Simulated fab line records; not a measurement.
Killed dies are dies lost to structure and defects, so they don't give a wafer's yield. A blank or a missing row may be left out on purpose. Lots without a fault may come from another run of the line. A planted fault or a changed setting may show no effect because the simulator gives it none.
Comparing a struck lot with a sound one | flow berkeley_cmos170 | 16 steps out of a route of 331
Sound: these wafers, L507.1, L507.2, L507.4. Wafers struck: L512.1, L512.4, L512.5. At the end, the cause is stated.
At each step with rows: each side's tool, then ch and its chambers, then its first start. Under that, the readings that differ: sound wafers | struck wafers | difference of the means | sigmas: that difference in standard deviations of wafers without a fault.
alike: a reading whose means differ by less than 2 such deviations, as well as words and numbers matching on both sides. not compared: withheld readings; readings where some wafer has no value; bounds like >300 that might hide an equal value; numbers whose values overlap and for which the record gives no deviation.
A row with sigmas, a row that says differs or no value, or rows on one side alone: a step with any of these is where the two part. Non-overlapping numbers with no deviation appear without sigmas and do not part them. A reading missing from all wafers of one side parts the sides only when that side holds two or more wafers.

first, 6 steps without rows for these wafers: UCB170_M2_COAT_09; UCB170_M2_COAT_10 (resist thk 900 nm); UCB170_M2_SOFTBAKE_11 (time 60 s); UCB170_M2_EXPOSE_12 (exposes mask METAL2, target cd 700 nm); UCB170_M2_PEB_13; UCB170_M2_DEVELOP_14 (develop time 46.6 s).
UCB170_M2_CD_MEAS_15 targets a cd of 700 nm.
  struck on cd_sem-01, day 9 10:02; sound on cd_sem-01, day 8 07:11
  alike: cd_nm
UCB170_M2_OVL_MEAS_16:
  struck on overlay-01, day 9 10:10; sound on overlay-01, day 8 07:18
  alike: M2_OVL
UCB170_M2_ETCH_17: etches BARC in N2/H2.
  sound on rie_diel-02 ch 0,1,2, day 8 07:20; struck on rie_diel-02 ch 0,2, day 9 10:12
  alike: drypump_motor_current_A, h2_flow_sccm, n2_flow_sccm, oes_product_au, throttle_valve_pct
UCB170_M2_METAL_ETCH_18: etches Al in Cl2/BCl3, stops on SiO2, target depth 1170 nm, time 195 s.
  sound on rie_metal-01 ch 0,1, day 8 07:23; struck on rie_metal-01 ch 1, day 9 10:14
  alike: drypump_motor_current_A, oes_product_au, throttle_valve_pct
  not compared: rf_hours_counter_h
UCB170_M2_STRIP_19: strips in O2.
  sound on plasma_asher-04 ch 0,1, day 8 07:34; struck on plasma_asher-04 ch 0,1, day 9 10:26
  alike: drypump_motor_current_A, oes_product_au
  not compared: rf_hours_counter_h
UCB170_M2_CD_MEAS_90 targets a cd of 700 nm.
  struck on cd_sem-02, day 9 10:32; sound on cd_sem-01, day 8 07:40
  alike: cd_nm
UCB170_V2_CVD_00: deposits SiO2 from TEOS/O2, target thk 2000 nm, time 250 s.
  sound on pecvd-04 ch 1,2, day 8 07:47; struck on pecvd-04 ch 0,2, day 9 10:39
  reading                             | sound             | struck            | difference | sigmas
  rf_fwd_power_W (W)                  | 552.5 547.5 546.5 | 768.6 768.9 769.2 | +220.1     | +99 or more
  model.SiO2_of_V2_CVD_00.thk_nm (nm) | 1992 1980 2008    | 2186 2205 2215    | +209       |
  alike: heater_power_w
UCB170_V2_THK_MEAS_01:
  struck on film_metro-02, day 9 11:05; sound on film_metro-01, day 8 07:56
  reading          | sound          | struck         | difference | sigmas
  V2_TEOS_THK (nm) | 1993 1978 2009 | 2185 2204 2215 | +208       | +9
  not compared: hold
UCB170_V2_CMP_02: polishes SiO2.
  sound on cmp-01 ch 0,2,3, day 8 08:00; struck on cmp-01 ch 0,2,3, day 9 15:13
  reading | sound | struck                                                                     | difference                   | sigmas
  hold    | - - - | await_dispo/4.0h/release await_dispo/4.0h/release await_dispo/4.0h/release | no value on the sound wafers |
  alike: motor_current_A, slurry_filter_dp_kPa
UCB170_M3_PROBE_99:
  only the struck wafers here have rows in the record (prober-02, day 9 20:19); the sound ones have none

## WHERE THEY PART
At UCB170_V2_CVD_00 first; at UCB170_M3_PROBE_99 last (within this record only).

WHY: the cause the simulator had injected
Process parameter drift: pecvd-04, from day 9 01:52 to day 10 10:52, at UCB170_V2_CVD_00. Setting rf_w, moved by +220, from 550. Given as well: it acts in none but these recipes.
